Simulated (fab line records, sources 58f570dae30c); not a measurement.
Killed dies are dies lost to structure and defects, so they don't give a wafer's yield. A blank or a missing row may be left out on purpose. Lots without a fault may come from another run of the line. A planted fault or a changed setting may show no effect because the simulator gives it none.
Split-lot experiment | flow berkeley_cmos170 | 5 lots, 23 wafers read, on a route of 331 steps

THE SPLIT
At UCB170_NLDD_COAT_01 (resist thk 900 nm), the setting resist_thk_nm was moved away from the recipe's 900 nm on 12 of the 23 wafers read, by -5.3% to +6.0%. The other wafers ran this setting at the recipe's value.

The reading is taken at the split's own step.

THE READING
KrF_of_NLDD_COAT_01.thk_nm (the simulator's own value, which no gauge read), in nm, at UCB170_NLDD_COAT_01 (resist thk 900 nm). The file gives no usual value for it. The 11 wafers here that ran the recipe average 898.5 nm, standard deviation 1.8 nm.

wafer  | tool, chamber at the split | resist_thk_nm as run, nm | against the recipe | KrF_of_NLDD_COAT_01.thk_nm, nm | against lot-mates on the recipe
L076.1 | litho_track-04, 0          | 942.7                    | +4.7%              | 941.3                          | +43.0
L076.2 | litho_track-04, 0          | 900                      | recipe             | 898.4                          | -
L076.4 | litho_track-04, 0          | 942.7                    | +4.7%              | 938.6                          | +40.3
L076.5 | litho_track-04, 0          | 900                      | recipe             | 898.3                          | -
L076.6 | litho_track-04, 0          | 942.7                    | +4.7%              | 940.7                          | +42.4
L079.1 | litho_track-01, 0          | 900                      | recipe             | 900.4                          | -
L079.4 | litho_track-01, 0          | 900                      | recipe             | 899.4                          | -
L079.6 | litho_track-01, 0          | 900                      | recipe             | 901.6                          | -
L078.1 | litho_track-04, 0          | 952.7                    | +5.9%              | 949.8                          | +53.4
L078.2 | litho_track-04, 0          | 952.7                    | +5.9%              | 950.9                          | +54.5
L078.3 | litho_track-04, 0          | 900                      | recipe             | 896.3                          | -
L078.5 | litho_track-04, 0          | 952.7                    | +5.9%              | 950.7                          | +54.3
L078.6 | litho_track-04, 0          | 900                      | recipe             | 896.5                          | -
L082.2 | litho_track-02, 0          | 852.6                    | -5.3%              | 854                            | -45.1
L082.3 | litho_track-02, 0          | 900                      | recipe             | 899.5                          | -
L082.4 | litho_track-02, 0          | 852.6                    | -5.3%              | 853                            | -46.1
L082.5 | litho_track-02, 0          | 900                      | recipe             | 898.8                          | -
L082.6 | litho_track-02, 0          | 852.6                    | -5.3%              | 853.4                          | -45.8
L084.1 | litho_track-02, 0          | 953.9                    | +6.0%              | 949                            | +52.1
L084.2 | litho_track-02, 0          | 900                      | recipe             | 895.2                          | -
L084.3 | litho_track-02, 0          | 953.9                    | +6.0%              | 947.1                          | +50.2
L084.4 | litho_track-02, 0          | 900                      | recipe             | 898.6                          | -
L084.5 | litho_track-02, 0          | 953.9                    | +6.0%              | 948.2                          | +51.3

THE FIT
A straight line over all 23 wafers: KrF_of_NLDD_COAT_01.thk_nm changes by +8.6 nm for each +1% of resist_thk_nm; r = +1.00; the points scatter about the line by 1.7 nm.
The same after taking each lot's own level away (the mean of its wafers on the recipe; 23 wafers): +8.8 nm for each +1%; r = +1.00; scatter 1.4 nm.
On that fit, the largest move of resist_thk_nm shifts the reading by 53 nm.
The lots' own levels span 896.40 to 900.47 nm, that is 2.3 times the standard deviation above.
So the lot-to-lot level changes the slope little: the two slopes agree.
Check: with one of the wafers moved furthest among these (+6.0%) left out of the fit, the line predicts +53 nm for it against its lot-mates. It came out at +52.1 nm against them.

OTHER SPLITS ON THESE WAFERS
These wafers also went through other splits before the reading. Each is held against what the fit with the lots' levels taken away leaves over:
other split on the same wafers    | wafers away from the commonest value | r with KrF_of_NLDD_COAT_01.thk_nm (lot level and that fit taken away)
UCB170_GATE_COAT_07 spin_rpm      | 8                                    | -0.54
UCB170_PLDD_IMPLANT_09 energy_kev | 10                                   | -0.06

THE WHOLE CHAIN: every reading that the file lists as answering this split, in the file's order
step                 | what it does      | reading                                                                     | change (the file's fit)              | r (the file's)
UCB170_NLDD_COAT_01  | resist thk 900 nm | KrF_of_NLDD_COAT_01.thk_nm (the simulator's own value, which no gauge read) | +8.82 nm for each +1% of the setting | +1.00
UCB170_NLDD_STRIP_10 | strips in O2      | strip_time_to_endpoint_s                                                    | withheld for each +1% of the setting | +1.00

THE FILE'S OWN FIT
KrF_of_NLDD_COAT_01.thk_nm changes by +8.82 nm for each +1% of resist_thk_nm, r = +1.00.
